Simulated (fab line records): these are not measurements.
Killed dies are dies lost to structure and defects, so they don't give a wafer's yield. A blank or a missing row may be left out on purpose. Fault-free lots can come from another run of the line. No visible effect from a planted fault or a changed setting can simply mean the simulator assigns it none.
fab line records + flow berkeley_cmos170
record:
- lots: 5
- wafers: 15
- last_day: 12
route steps=331 shown PLDD@156 NLDD@158 SPACER@171 PSD@175
lots untouched by any fault: they come from a run of this same line in which no faults occurred
start_h: the number of hours between the record's first day and the start of the first shown wafer of the lot + wait_h: hours elapsed since this lot's preceding step + " same as the row above + L1.1+2: a single row standing in for several wafers + - no value present, or no start provided + * or withheld: withheld + < > ~ a bound
route shown NAME@n: names a module that has steps shown in the file, with the first one's number in the route + usual: average and standard deviation across the fault-free wafers + same: alike in all rows + chamber/n: place in a boat + sites: each site's reading + _std_site: the standard deviation of these + _edge_site: mean of outer sites minus mean of inner sites + radius_mm: for every site, how far away it sits from the centre of the wafer + mask NAME#n: copy n + behind: the most recent tool/chamber to have shaped the wafer + hold: cause of the lot's hold/its duration in hours/its outcome + device: the n, p or np transistor that did not switch + end of line: tests of these same wafers at the route's end + where a step has no rows: the recipe by itself + killed: the dies lost at the first sort to structure and to defects; this is not the yield of the wafer + map: the dies of a wafer, with x for killed, . for not killed, _ for no die there
set.NAME: the setting as run; set.NAME@STEP: as run at that earlier step + model.NAME: the simulator's own value behind a step, which no gauge read
lots at some steps of the route; a table a step, a row a wafer
services: the hour from which a tool's chamber was out of use, counted from the record's first day as start_h (under 0 if before that day), plus the number of hours and why
== steps ==
step: UCB170_PLDD_TW_MEAS_11
usual:
- PLDD_TW: 1004/11
| lot.wafer | tool          | chamber | start_h | wait_h | PLDD_TW |
|-----------|---------------|---------|---------|--------|---------|
| L798.1    | film_metro-04 | -       | 154.90  | 0.1    | 1015    |
| L798.2    | "             | -       | "       | "      | 1016    |
| L798.5    | "             | -       | "       | "      | 1015    |
| L803.3    | film_metro-04 | -       | 167.65  | 0.1    | 1014    |
| L803.4    | "             | -       | "       | "      | 1013    |
| L803.6    | "             | -       | "       | "      | 1010    |
| L813.3    | film_metro-02 | -       | 216.31  | 0.1    | 991     |
| L813.4    | "             | -       | "       | "      | 999     |
| L813.5    | "             | -       | "       | "      | 989     |
| L811.1    | film_metro-04 | -       | 216.65  | 0.1    | 1012    |
| L811.2    | "             | -       | "       | "      | 1017    |
| L811.4    | "             | -       | "       | "      | 1013    |
| L820.1    | film_metro-01 | -       | 257.41  | 0.1    | 1011    |
| L820.3    | "             | -       | "       | "      | 1012    |
| L820.4    | "             | -       | "       | "      | 1011    |
step: UCB170_PLDD_CLEAN_12
recipe:
- chemistry: SPM
- temp_c: 120
- time_s: 600
step: UCB170_NLDD_HMDS_00
recipe:
- prime_time_s: 60
- prime_temp_c: 100
step: UCB170_NLDD_COAT_01
recipe:
- resist: KrF
- spin_rpm: 1500
- resist_thk_nm: 900
step: UCB170_NLDD_SOFTBAKE_02
recipe:
- resist: KrF
- temp_c: 130
- time_s: 60
step: UCB170_NLDD_EXPOSE_03
recipe:
- mask_id: NSELECT
- na: 0.5
- sigma_outer: 0.6
- source_shape: conventional
- target_cd_nm: 1200
- dose_mj: 30
step: UCB170_NLDD_PEB_04
recipe:
- peb_temp_c: 130
- peb_time_s: withheld
- resist: KrF
step: UCB170_NLDD_DEVELOP_05
recipe:
- developer: TMAH
- develop_time_s: 45
- resist: KrF
- dev_temp_c: 21
step: UCB170_NLDD_CD_MEAS_06
recipe:
- target_cd_nm: 1200
usual:
- cd_nm: 1200.1/1.5
| lot.wafer | tool      | chamber | start_h | wait_h | cd_nm  |
|-----------|-----------|---------|---------|--------|--------|
| L798.1    | cd_sem-02 | -       | 157.05  | -      | 1200.2 |
| L798.2    | "         | -       | "       | "      | 1199.1 |
| L798.5    | "         | -       | "       | "      | 1200.2 |
| L803.3    | cd_sem-02 | -       | 168.75  | -      | 1198.2 |
| L803.4    | "         | -       | "       | "      | 1198.2 |
| L803.6    | "         | -       | "       | "      | 1198.2 |
| L811.1    | cd_sem-01 | -       | 218.54  | -      | 1201.9 |
| L811.2    | "         | -       | "       | "      | 1200.8 |
| L811.4    | "         | -       | "       | "      | 1200.6 |
| L813.3    | cd_sem-01 | -       | 218.85  | -      | 1202.5 |
| L813.4    | "         | -       | "       | "      | 1202.8 |
| L813.5    | "         | -       | "       | "      | 1202.2 |
| L820.1    | cd_sem-01 | -       | 258.90  | -      | 1199.4 |
| L820.3    | "         | -       | "       | "      | 1200.9 |
| L820.4    | "         | -       | "       | "      | 1200.3 |
step: UCB170_NLDD_OVL_MEAS_07
usual:
- NLDD_OVL: -3/4.7
| lot.wafer | tool       | chamber | start_h | wait_h | NLDD_OVL[nm] |
|-----------|------------|---------|---------|--------|--------------|
| L798.1    | overlay-01 | -       | 157.17  | 0.1    | -3           |
| L798.2    | "          | -       | "       | "      | -3           |
| L798.5    | "          | -       | "       | "      | 4            |
| L803.3    | overlay-01 | -       | 168.84  | 0.1    | 2            |
| L803.4    | "          | -       | "       | "      | -2           |
| L803.6    | "          | -       | "       | "      | 3            |
| L811.1    | overlay-01 | -       | 218.66  | 0.1    | -1           |
| L811.2    | "          | -       | "       | "      | 6            |
| L811.4    | "          | -       | "       | "      | -5           |
| L813.3    | overlay-01 | -       | 218.94  | 0.1    | -5           |
| L813.4    | "          | -       | "       | "      | -6           |
| L813.5    | "          | -       | "       | "      | -6           |
| L820.1    | overlay-01 | -       | 259.02  | 0.1    | -7           |
| L820.3    | "          | -       | "       | "      | -3           |
| L820.4    | "          | -       | "       | "      | 4            |
step: UCB170_NLDD_IMPLANT_08
recipe:
- species: As
- dose_cm2: 5e+13
- energy_kev: 30
- tilt_deg: 7
- rotation_deg: 0
step: UCB170_NLDD_IMPLANT_09
recipe:
- species: As
- dose_cm2: 5e+13
- energy_kev: 30
- tilt_deg: 7
- rotation_deg: 180
step: UCB170_NLDD_STRIP_10
recipe:
- chemistry: O2
- power_w: 400
- pressure_mtorr: 3500
- platen_temp_c: withheld
- o2_flow_sccm: 400
- overash_fraction: 0.5
usual:
- drypump_motor_current_A: 5.7/0.67
- oes_product_au: 0.734/0.0045
- strip_time_to_endpoint_s: 21.58/0.053
| lot.wafer | tool            | chamber | start_h | wait_h | drypump_motor_current_A | oes_product_au | rf_hours_counter_h | strip_time_to_endpoint_s | model.KrF_of_NLDD_COAT_01.thk_nm |
|-----------|-----------------|---------|---------|--------|-------------------------|----------------|--------------------|--------------------------|----------------------------------|
| L798.1    | plasma_asher-04 | 0       | 157.51  | 0.1    | 6.0                     | 0.740          | 43                 | 21.60                    | 0                                |
| L798.2    | "               | 1       | "       | "      | 4.7                     | 0.735          | 43                 | 21.71                    | 0                                |
| L798.5    | "               | 1       | "       | "      | 4.6                     | 0.734          | -                  | 21.64                    | 0                                |
| L803.3    | plasma_asher-03 | 0       | 169.20  | 0.1    | 5.9                     | 0.734          | -                  | 21.67                    | 0                                |
| L803.4    | "               | 1       | "       | "      | 4.8                     | 0.736          | -                  | 21.65                    | 0                                |
| L803.6    | "               | 1       | "       | "      | 4.8                     | 0.730          | -                  | 21.61                    | 0                                |
| L811.1    | plasma_asher-04 | 0       | 218.99  | 0.1    | 6.0                     | 0.975          | 50                 | -                        | 298.7                            |
| L811.2    | "               | 1       | "       | "      | 4.7                     | 0.979          | 50                 | -                        | 297.8                            |
| L811.4    | "               | 0       | "       | "      | 6.1                     | 0.977          | -                  | -                        | 298.5                            |
| L813.3    | plasma_asher-01 | 0       | 219.30  | 0.1    | 6.6                     | 0.734          | -                  | 21.60                    | 0                                |
| L813.4    | "               | 1       | "       | "      | 5.5                     | 0.740          | -                  | 21.61                    | 0                                |
| L813.5    | "               | 0       | "       | "      | 6.6                     | 0.738          | -                  | 21.54                    | 0                                |
| L820.1    | plasma_asher-01 | 1       | 259.36  | 0.1    | 5.5                     | 0.736          | 51                 | 21.39                    | 0                                |
| L820.3    | "               | 1       | "       | "      | 5.5                     | 0.741          | -                  | 21.47                    | 0                                |
| L820.4    | "               | 0       | "       | "      | 6.6                     | 0.741          | -                  | 21.47                    | 0                                |
step: UCB170_NLDD_TW_MEAS_11
usual:
- NLDD_TW: 2209/20
| lot.wafer | tool          | chamber | start_h | wait_h | NLDD_TW |
|-----------|---------------|---------|---------|--------|---------|
| L798.1    | film_metro-04 | -       | 157.61  | 0.1    | 2220    |
| L798.2    | "             | -       | "       | "      | 2229    |
| L798.5    | "             | -       | "       | "      | 2240    |
| L803.3    | film_metro-04 | -       | 169.29  | 0.1    | 2224    |
| L803.4    | "             | -       | "       | "      | 2208    |
| L803.6    | "             | -       | "       | "      | 2207    |
| L811.1    | film_metro-01 | -       | 219.09  | 0.1    | 2216    |
| L811.2    | "             | -       | "       | "      | 2219    |
| L811.4    | "             | -       | "       | "      | 2218    |
| L813.3    | film_metro-04 | -       | 219.39  | 0.1    | 2229    |
| L813.4    | "             | -       | "       | "      | 2231    |
| L813.5    | "             | -       | "       | "      | 2240    |
| L820.1    | film_metro-02 | -       | 259.46  | 0.1    | 2171    |
| L820.3    | "             | -       | "       | "      | 2176    |
| L820.4    | "             | -       | "       | "      | 2172    |
step: UCB170_NLDD_CLEAN_12
recipe:
- chemistry: SPM
- temp_c: 120
- time_s: 600
step: UCB170_SPACER_CVD_00
recipe:
- material: SiO2
- target_thk_nm: 376
- temp_c: 390
- precursor: TEOS/O2
- time_s: 47
- rf_w: 550
- pressure_mtorr: 9000
usual:
- heater_power_w: 274/50
| lot.wafer | tool     | chamber | start_h | wait_h | heater_power_w | since_wet_clean_h |
|-----------|----------|---------|---------|--------|----------------|-------------------|
| L798.1    | pecvd-03 | 2       | 160.50  | 0.0    | 346            | 11                |
| L798.2    | "        | 1       | "       | "      | 259            | 11                |
| L798.5    | "        | 1       | "       | "      | 290            | -                 |
| L803.3    | pecvd-03 | 0       | 169.50  | 0.0    | 216            | 20                |
| L803.4    | "        | 1       | "       | "      | 290            | -                 |
| L803.6    | "        | 2       | "       | "      | 372            | -                 |
| L811.1    | pecvd-02 | 0       | 219.97  | 0.0    | 362            | 191               |
| L811.2    | "        | 1       | "       | "      | 287            | 191               |
| L811.4    | "        | 1       | "       | "      | 298            | -                 |
| L813.3    | pecvd-02 | 1       | 220.01  | 0.0    | 296            | 192               |
| L813.4    | "        | 2       | "       | "      | 277            | -                 |
| L813.5    | "        | 1       | "       | "      | 209            | -                 |
| L820.1    | pecvd-02 | 2       | 259.71  | 0.0    | 267            | 231               |
| L820.3    | "        | 1       | "       | "      | 271            | 231               |
| L820.4    | "        | 1       | "       | "      | 289            | -                 |
step: UCB170_SPACER_THK_MEAS_01
recipe:
- reads: SiO2_of_SPACER_CVD_00
usual:
- SPACER_TEOS_THK: 378/4.6
| lot.wafer | tool          | chamber | start_h | wait_h | SPACER_TEOS_THK[nm] |
|-----------|---------------|---------|---------|--------|---------------------|
| L798.1    | film_metro-01 | -       | 160.60  | 0.1    | 378                 |
| L798.2    | "             | -       | "       | "      | 375                 |
| L798.5    | "             | -       | "       | "      | 385                 |
| L803.3    | film_metro-04 | -       | 169.56  | 0.0    | 381                 |
| L803.4    | "             | -       | "       | "      | 384                 |
| L803.6    | "             | -       | "       | "      | 386                 |
| L811.1    | film_metro-03 | -       | 220.07  | 0.1    | 373                 |
| L811.2    | "             | -       | "       | "      | 377                 |
| L811.4    | "             | -       | "       | "      | 374                 |
| L813.3    | film_metro-01 | -       | 220.19  | 0.1    | 374                 |
| L813.4    | "             | -       | "       | "      | 379                 |
| L813.5    | "             | -       | "       | "      | 383                 |
| L820.1    | film_metro-01 | -       | 259.75  | 0.0    | 374                 |
| L820.3    | "             | -       | "       | "      | 376                 |
| L820.4    | "             | -       | "       | "      | 379                 |
step: UCB170_SPACER_ANNEAL_02
recipe:
- temp_c: 900
- time_s: 1800
- ambient: N2
step: UCB170_SPACER_ETCHBACK_03
recipe:
- stop_on: Si
- target: SiO2
- chemistry: CHF3/CF4/Ar
- CHF3_flow_sccm: 50
- cf4_flow_sccm: 10
- Ar_flow_sccm: 120
- pressure_mtorr: 200
- rf_w: 500
- target_depth_a: 3760
- time_s: 100
usual:
- drypump_motor_current_A: 5.8/0.5
- mfc_ar_sccm: 120.0/0.36
- oes_product_au: 0.898/0.014
- throttle_valve_pct: 6.42/0.1
| lot.wafer | tool        | chamber | start_h | wait_h | drypump_motor_current_A | mfc_ar_sccm | oes_product_au | rf_hours_counter_h | throttle_valve_pct |
|-----------|-------------|---------|---------|--------|-------------------------|-------------|----------------|--------------------|--------------------|
| L798.1    | rie_diel-04 | 0       | 169.03  | 0.0    | 5.4                     | 119.9       | 0.904          | 94                 | 6.53               |
| L798.2    | "           | 3       | "       | "      | 6.0                     | 119.9       | 0.876          | 134                | 6.42               |
| L798.5    | "           | 2       | "       | "      | 6.0                     | 120.1       | 0.899          | -                  | 6.29               |
| L803.3    | rie_diel-03 | 1       | 175.00  | 0.0    | 6.4                     | 119.5       | 0.901          | 36                 | 6.36               |
| L803.4    | "           | 2       | "       | "      | 5.6                     | 120.5       | 0.904          | 16                 | 6.30               |
| L803.6    | "           | 0       | "       | "      | 5.4                     | 119.9       | 0.924          | -                  | 6.41               |
| L811.1    | rie_diel-01 | 2       | 225.54  | 0.0    | 6.7                     | 120.0       | 0.874          | 2                  | 6.23               |
| L811.2    | "           | 3       | "       | "      | 6.1                     | 120.1       | 0.918          | 69                 | 6.45               |
| L811.4    | "           | 1       | "       | "      | 5.9                     | 120.5       | 0.902          | 20                 | 6.48               |
| L813.3    | rie_diel-04 | 0       | 225.61  | 0.1    | 5.4                     | 120.3       | 0.898          | 95                 | 6.51               |
| L813.4    | "           | 1       | "       | "      | 5.0                     | 119.6       | 0.914          | 3                  | 6.57               |
| L813.5    | "           | 3       | "       | "      | 6.0                     | 120.0       | 0.895          | -                  | 6.42               |
| L820.1    | rie_diel-03 | 3       | 263.87  | 0.0    | 6.3                     | 119.8       | 0.887          | 7                  | 6.46               |
| L820.3    | "           | 0       | "       | "      | 5.4                     | 120.1       | 0.911          | 136                | 6.40               |
| L820.4    | "           | 1       | "       | "      | 6.4                     | 119.7       | 0.903          | 40                 | 6.36               |
step: UCB170_PSD_HMDS_00
recipe:
- prime_time_s: 60
- prime_temp_c: 100
step: UCB170_PSD_COAT_01
recipe:
- resist: KrF
- spin_rpm: 1500
- resist_thk_nm: 900
step: UCB170_PSD_SOFTBAKE_02
recipe:
- resist: KrF
- temp_c: 130
- time_s: 60
step: UCB170_PSD_EXPOSE_03
recipe:
- mask_id: PSELECT_MOD
- na: 0.5
- sigma_outer: 0.6
- source_shape: conventional
- target_cd_nm: 1200
- dose_mj: 30
step: UCB170_PSD_PEB_04
recipe:
- peb_temp_c: 130
- peb_time_s: withheld
- resist: KrF
step: UCB170_PSD_DEVELOP_05
recipe:
- developer: TMAH
- develop_time_s: 45
- resist: KrF
- dev_temp_c: 21
step: UCB170_PSD_CD_MEAS_06
recipe:
- target_cd_nm: 1200
usual:
- cd_nm: 1199.1/1.5
| lot.wafer | tool      | chamber | start_h | wait_h | cd_nm  |
|-----------|-----------|---------|---------|--------|--------|
| L798.1    | cd_sem-02 | -       | 170.49  | -      | 1198.7 |
| L798.2    | "         | -       | "       | "      | 1199.7 |
| L798.5    | "         | -       | "       | "      | 1200.4 |
| L803.3    | cd_sem-01 | -       | 176.43  | -      | 1199.0 |
| L803.4    | "         | -       | "       | "      | 1199.5 |
| L803.6    | "         | -       | "       | "      | 1199.1 |
| L811.1    | cd_sem-02 | -       | 227.23  | -      | 1200.4 |
| L811.2    | "         | -       | "       | "      | 1199.5 |
| L811.4    | "         | -       | "       | "      | 1198.6 |
| L813.3    | cd_sem-02 | -       | 227.57  | -      | 1197.3 |
| L813.4    | "         | -       | "       | "      | 1198.1 |
| L813.5    | "         | -       | "       | "      | 1198.4 |
| L820.1    | cd_sem-02 | -       | 265.53  | -      | 1201.0 |
| L820.3    | "         | -       | "       | "      | 1200.2 |
| L820.4    | "         | -       | "       | "      | 1200.1 |
step: UCB170_PSD_OVL_MEAS_07
usual:
- PSD_OVL: -3/5.8
| lot.wafer | tool       | chamber | start_h | wait_h | PSD_OVL[nm] |
|-----------|------------|---------|---------|--------|-------------|
| L798.1    | overlay-01 | -       | 170.61  | 0.1    | 0           |
| L798.2    | "          | -       | "       | "      | -4          |
| L798.5    | "          | -       | "       | "      | 0           |
| L803.3    | overlay-02 | -       | 176.52  | 0.1    | 2           |
| L803.4    | "          | -       | "       | "      | -2          |
| L803.6    | "          | -       | "       | "      | -5          |
| L811.1    | overlay-02 | -       | 227.35  | 0.1    | -9          |
| L811.2    | "          | -       | "       | "      | -10         |
| L811.4    | "          | -       | "       | "      | -8          |
| L813.3    | overlay-02 | -       | 227.66  | 0.1    | -9          |
| L813.4    | "          | -       | "       | "      | -8          |
| L813.5    | "          | -       | "       | "      | -3          |
| L820.1    | overlay-02 | -       | 265.65  | 0.1    | -1          |
| L820.3    | "          | -       | "       | "      | -1          |
| L820.4    | "          | -       | "       | "      | 5           |
step: UCB170_PSD_IMPLANT_08
recipe:
- species: B
- dose_cm2: 3e+15
- energy_kev: 20
- tilt_deg: 7
step: UCB170_PSD_STRIP_09
recipe:
- chemistry: O2
- power_w: 400
- pressure_mtorr: 3500
- platen_temp_c: withheld
- o2_flow_sccm: 400
- overash_fraction: 0.5
usual:
- drypump_motor_current_A: 5.6/0.56
- oes_product_au: 0.600/0.0042
- strip_time_to_endpoint_s: 29.35/0.074
| lot.wafer | tool            | chamber | start_h | wait_h | drypump_motor_current_A | oes_product_au | rf_hours_counter_h | strip_time_to_endpoint_s |
|-----------|-----------------|---------|---------|--------|-------------------------|----------------|--------------------|--------------------------|
| L798.1    | plasma_asher-02 | 0       | 170.80  | 0.1    | 5.1                     | 0.604          | 45                 | 29.25                    |
| L798.2    | "               | 1       | "       | "      | 6.0                     | 0.602          | 45                 | 29.21                    |
| L798.5    | "               | 1       | "       | "      | 6.0                     | 0.600          | -                  | 29.16                    |
| L803.3    | plasma_asher-01 | 1       | 176.73  | 0.1    | 5.5                     | 0.596          | -                  | 29.29                    |
| L803.4    | "               | 0       | "       | "      | 6.6                     | 0.598          | -                  | 29.32                    |
| L803.6    | "               | 0       | "       | "      | 6.6                     | 0.600          | -                  | 29.35                    |
| L811.1    | plasma_asher-01 | 1       | 227.54  | 0.1    | 5.5                     | 0.634          | 46                 | 38.16                    |
| L811.2    | "               | 0       | "       | "      | 6.6                     | 0.630          | 46                 | 38.10                    |
| L811.4    | "               | 0       | "       | "      | 6.6                     | 0.632          | -                  | 38.08                    |
| L813.3    | plasma_asher-03 | 1       | 228.02  | 0.2    | 4.8                     | 0.603          | -                  | 29.33                    |
| L813.4    | "               | 0       | "       | "      | 5.9                     | 0.605          | -                  | 29.43                    |
| L813.5    | "               | 0       | "       | "      | 5.9                     | 0.598          | -                  | 29.36                    |
| L820.1    | plasma_asher-03 | 0       | 265.84  | 0.1    | 5.9                     | 0.600          | 15                 | 29.38                    |
| L820.3    | "               | 0       | "       | "      | 5.9                     | 0.592          | -                  | 29.31                    |
| L820.4    | "               | 1       | "       | "      | 4.9                     | 0.592          | -                  | 29.28                    |
step: UCB170_PSD_TW_MEAS_10
usual:
- PSD_TW: 2312/25
| lot.wafer | tool          | chamber | start_h | wait_h | PSD_TW |
|-----------|---------------|---------|---------|--------|--------|
| L798.1    | film_metro-04 | -       | 170.90  | 0.1    | 2316   |
| L798.2    | "             | -       | "       | "      | 2315   |
| L798.5    | "             | -       | "       | "      | 2320   |
| L803.3    | film_metro-02 | -       | 176.82  | 0.1    | 2308   |
| L803.4    | "             | -       | "       | "      | 2300   |
| L803.6    | "             | -       | "       | "      | 2305   |
| L811.1    | film_metro-01 | -       | 227.64  | 0.1    | 30     |
| L811.2    | "             | -       | "       | "      | 30     |
| L811.4    | "             | -       | "       | "      | 30     |
| L813.3    | film_metro-02 | -       | 228.11  | 0.1    | 2296   |
| L813.4    | "             | -       | "       | "      | 2292   |
| L813.5    | "             | -       | "       | "      | 2293   |
| L820.1    | film_metro-04 | -       | 265.94  | 0.1    | 2337   |
| L820.3    | "             | -       | "       | "      | 2330   |
| L820.4    | "             | -       | "       | "      | 2343   |
step: UCB170_PSD_CLEAN_11
recipe:
- chemistry: SPM
- temp_c: 120
- time_s: 600
== services ==
| tool            | chamber | start_h | hours | kind           |
|-----------------|---------|---------|-------|----------------|
| plasma_asher-03 | -       | 134.55  | 14.6  | pm             |
| pecvd-03        | -       | 135.50  | 14.0  | pm             |
| pecvd-03        | 0       | 135.50  | 14.0  | vent_cycle     |
| pecvd-03        | 1       | 135.50  | 14.0  | vent_cycle     |
| pecvd-03        | 2       | 135.50  | 14.0  | vent_cycle     |
| rie_diel-01     | 0       | 142.50  | 6.1   | repair         |
| rie_diel-04     | 1       | 147.74  | -     | clean          |
| rie_diel-04     | 1       | 147.74  | 16.7  | scheduled_down |
| rie_diel-04     | 1       | 147.74  | 16.7  | vent_cycle     |
| pecvd-03        | 0       | 149.50  | -     | clean          |
| pecvd-03        | 1       | 149.50  | -     | clean          |
| pecvd-03        | 2       | 149.50  | -     | clean          |
| pecvd-03        | -       | 178.40  | 0.7   | repair         |
| rie_diel-03     | 1       | 179.15  | 15.9  | repair         |
| rie_diel-04     | 0       | 179.73  | 16.7  | repair         |
| pecvd-03        | 0       | 180.05  | 4.0   | repair         |
| rie_diel-04     | 3       | 195.17  | 5.8   | repair         |
| rie_diel-04     | 2       | 200.18  | 10.8  | repair         |
| pecvd-03        | -       | 217.88  | 6.0   | pm             |
| plasma_asher-03 | -       | 228.49  | 5.8   | repair         |
| rie_diel-04     | 3       | 229.26  | -     | clean          |
| plasma_asher-04 | -       | 233.75  | 0.6   | repair         |
| rie_diel-04     | -       | 243.96  | 3.2   | repair         |
| plasma_asher-04 | -       | 249.31  | 12.7  | repair         |
== key ==
first_sign:
- step: UCB170_NLDD_STRIP_10
- reading: oes_product_au
- direction: up
- sigmas: 55
- usual: 0.734
- struck: 0.977
effect:
- step: UCB170_PSD_STRIP_09
- reading: strip_time_to_endpoint_s
- direction: up
- sigmas: 99+
- usual: *
- struck: *
effect:
- step: UCB170_PSD_TW_MEAS_10
- reading: PSD_TW
- direction: down
- sigmas: 90
- usual: 2312
- struck: 30
model_effect:
- step: UCB170_NLDD_STRIP_10
- value: KrF_of_NLDD_COAT_01.thk_nm
- without: 0
- struck: 298.3
met_at UCB170_NLDD_STRIP_10
struck_wafers L811.1,L811.2,L811.4
sort_left_out L811.1,L811.2,L811.4
tester_left_out L811
onset_between 157.51 218.99
fault:
- kind: strip_aborted
- tool: plasma_asher-04
- chamber: -
- onset_h: 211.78
- steps: UCB170_NLDD_STRIP_10
- offset: 0.6
- end_h: 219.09
tester_left_out: of these lots the tester's yield and bins aren't shown, on N5 and GAA mostly nor the transistor test; their killed dies are dies lost to structure and defects alone, not to doping, threshold or leakage, so they don't give the yield
sort_left_out: the simulated sort isn't trusted on such a fault, so these wafers' sort isn't shown, and their yield isn't known
